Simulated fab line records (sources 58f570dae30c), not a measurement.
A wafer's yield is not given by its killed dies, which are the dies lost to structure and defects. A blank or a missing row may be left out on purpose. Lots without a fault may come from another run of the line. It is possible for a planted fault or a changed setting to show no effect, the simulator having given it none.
Which tool was responsible? | flow berkeleyCmos170 | 15 lots, 45 wafers sampled, at 5 steps of a route of 331

## WHAT THE GAUGES SHOWED, per wafer
UCB170_FIELD_THK_MEAS_90.
lot  | measured     | on           | FIELD_OXIDE_LEFT_1_THK (nm)
L942 | day 5 12:43  | filmMetro-04 | 452 444 441
L943 | day 5 12:43  | filmMetro-02 | 439 446 442
L944 | day 6 08:28  | filmMetro-04 | 423 424 435
L946 | day 6 08:28  | filmMetro-02 | 439 429 436
L945 | day 6 08:29  | filmMetro-01 | 438 425 433
L947 | day 6 17:49  | filmMetro-04 | 426 422 424
L948 | day 6 17:50  | filmMetro-01 | 428 437 430
L949 | day 6 17:50  | filmMetro-02 | 411 423 419
L951 | day 7 22:14  | filmMetro-02 | 433 437 426
L950 | day 7 22:32  | filmMetro-04 | 412 404 397
L956 | day 9 09:56  | filmMetro-02 | 407 410 412
L959 | day 9 18:23  | filmMetro-04 | 405 402 402
L965 | day 11 06:37 | filmMetro-04 | 433 440 431
L961 | day 11 06:38 | filmMetro-01 | 441 442 442
L962 | day 11 06:41 | filmMetro-02 | 418 425 425

UCB170_NVT_TW_MEAS_09.
lot  | measured     | on           | NVT_TW
L942 | day 6 14:23  | filmMetro-04 | 519 517 519
L943 | day 6 14:02  | filmMetro-04 | 516 516 517
L944 | day 7 00:08  | filmMetro-02 | 514 510 515
L946 | day 7 00:25  | filmMetro-03 | 528 529 529
L945 | day 6 23:33  | filmMetro-04 | 518 518 517
L947 | day 7 18:49  | filmMetro-03 | 530 531 531
L948 | day 7 19:05  | filmMetro-02 | 515 515 515
L949 | day 7 19:25  | filmMetro-03 | 530 531 530
L951 | day 9 00:52  | filmMetro-02 | 515 516 516
L950 | day 9 00:58  | filmMetro-04 | 516 519 519
L956 | day 10 07:27 | filmMetro-04 | 520 522 522
L959 | day 11 01:29 | filmMetro-02 | 514 511 515
L965 | day 11 23:20 | filmMetro-03 | 526 526 527
L961 | day 11 23:11 | filmMetro-04 | 520 519 523
L962 | day 11 23:07 | filmMetro-04 | 522 521 524

UCB170_GATE_OVL_MEAS_13.
lot  | measured     | on         | GATE_OVL (nm)
L942 | day 7 02:41  | overlay-02 | -1 -6 -2
L943 | day 7 02:34  | overlay-01 | 4 0 -1
L944 | day 8 02:49  | overlay-01 | -4 -4 -2
L946 | day 8 02:27  | overlay-02 | -13 -8 -7
L945 | day 8 02:43  | overlay-01 | -11 -3 -5
L947 | day 8 14:01  | overlay-02 | 257 254 254
L948 | day 8 13:44  | overlay-02 | 248 251 248
L949 | day 8 13:55  | overlay-01 | 264 266 268
L951 | day 9 19:46  | overlay-01 | 251 251 257
L950 | day 9 19:59  | overlay-02 | -13 -8 -11
L956 | day 11 09:16 | overlay-01 | -11 -4 -11
L959 | day 11 16:53 | overlay-01 | 1 -5 -2
L965 | day 12 22:36 | overlay-02 | 4 -5 2
L961 | day 12 22:23 | overlay-02 | -10 -6 -9
L962 | day 12 22:29 | overlay-01 | -9 -5 -5

UCB170_PLDD_CD_MEAS_06: the cd target is 1200 nm.
lot  | measured     | on       | cdNm (nm)
L942 | day 7 04:25  | cdSem-01 | 1202.0 1200.9 1201.6
L943 | day 7 04:11  | cdSem-02 | 1200.0 1200.5 1199.6
L944 | day 8 05:27  | cdSem-01 | 1198.8 1199.4 1198.5
L946 | day 8 05:40  | cdSem-02 | 1199.4 1198.5 1199.2
L945 | day 8 05:26  | cdSem-02 | 1199.2 1200.4 1199.0
L947 | day 8 15:53  | cdSem-01 | 1198.8 1198.3 1198.9
L948 | day 8 15:18  | cdSem-01 | 1199.7 1200.7 1200.0
L949 | day 8 15:35  | cdSem-01 | 1199.0 1200.8 1200.3
L951 | day 9 21:43  | cdSem-02 | 1200.2 1201.3 1200.6
L950 | day 9 21:45  | cdSem-01 | 1198.3 1197.9 1197.9
L956 | day 11 10:52 | cdSem-02 | 1201.0 1200.4 1200.4
L959 | day 11 18:59 | cdSem-02 | 1201.8 1201.8 1200.9
L965 | day 13 02:36 | cdSem-02 | 1198.0 1197.7 1199.6
L961 | day 13 02:26 | cdSem-01 | 1201.9 1201.1 1201.8
L962 | day 13 03:10 | cdSem-01 | 1198.7 1198.9 1198.5

## WHICH TOOL RAN EACH LOT (tool, then ch and the chambers of the sampled wafers, then the start)
lot  | UCB170_GATE_EXPOSE_09
L942 | krfScanner-01 ch 0, day 7 02:10
L943 | krfScanner-01 ch 0, day 7 02:03
L944 | krfScanner-02 ch 0, day 8 01:58
L946 | krfScanner-02 ch 0, day 8 01:44
L945 | krfScanner-02 ch 0, day 8 01:53
L947 | krfScanner-02 ch 0, day 8 13:20
L948 | krfScanner-02 ch 0, day 8 12:53
L949 | krfScanner-02 ch 0, day 8 13:11
L951 | krfScanner-02 ch 0, day 9 19:09
L950 | krfScanner-01 ch 0, day 9 19:22
L956 | krfScanner-01 ch 0, day 11 08:46
L959 | krfScanner-01 ch 0, day 11 16:23
L965 | krfScanner-01 ch 0, day 12 22:05
L961 | krfScanner-01 ch 0, day 12 21:53
L962 | krfScanner-01 ch 0, day 12 21:59
- UCB170_GATE_EXPOSE_09: exposes mask POLY, target cd 350 nm.

## WHAT THE TOOLS THEMSELVES READ (means of the sampled wafers that have a number; where no wafer has one, the mark that the record gives instead)
UCB170_GATE_EXPOSE_09.
lot  | tool          | stageVelMmS (mm/s)
L942 | krfScanner-01 | 500.43
L943 | krfScanner-01 | 500.04
L944 | krfScanner-02 | 500.29
L946 | krfScanner-02 | 500.09
L945 | krfScanner-02 | 500.36
L947 | krfScanner-02 | 500.18
L948 | krfScanner-02 | 499.97
L949 | krfScanner-02 | 500.26
L951 | krfScanner-02 | 499.80
L950 | krfScanner-01 | 499.58
L956 | krfScanner-01 | 499.94
L959 | krfScanner-01 | 500.00
L965 | krfScanner-01 | 500.15
L961 | krfScanner-01 | 499.84
L962 | krfScanner-01 | 500.03

## THE ANSWER, worked out from the rows above alone
Rule: the usual values come from the lots themselves. Put in order of their means at a reading, lots are off if they are a third of the lots or fewer, leave a main group of 4 or more, and stand apart from it by a gap of 3 or more times the standard deviation of the main group's means; of several such gaps the widest counts. A main group is skipped when, at the precision printed for the reading in the tables above, its means are all equal. A lot without any number at a reading at which 4 lots or more have one is off too. The other lots that the step has rows for count as sound. First the gauges in route order, then the tools' own readings, where a lot's mean is used as printed above. At the first step where some lot is off, the reading lying furthest off is the one used; lots without a number count as furthest.
Off: L947, L948, L949, L951, at UCB170_GATE_OVL_MEAS_13 (GATE_OVL). For the main group the mean is -5 nm and the standard deviation 3.8.
A tool fits if, at a process step before that reading, it ran every lot that is off, and no sound lot after the first of them. Those tools and the gauges at UCB170_GATE_OVL_MEAS_13 are tried in the same way. One candidate fits, namely krfScanner-02 at UCB170_GATE_EXPOSE_09. Its last sound lot is L944 (day 8 01:58), its first lot that is off L948 (day 8 12:53): a fault that began between those two fits.

## WHAT THE SIMULATOR HAD PUT IN
Scanner matching overlay: krfScanner-02, from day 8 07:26 on, at UCB170_GATE_EXPOSE_09. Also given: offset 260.
Lots struck among those shown: L947, L948, L949, L951. The rule above reached the same finding.
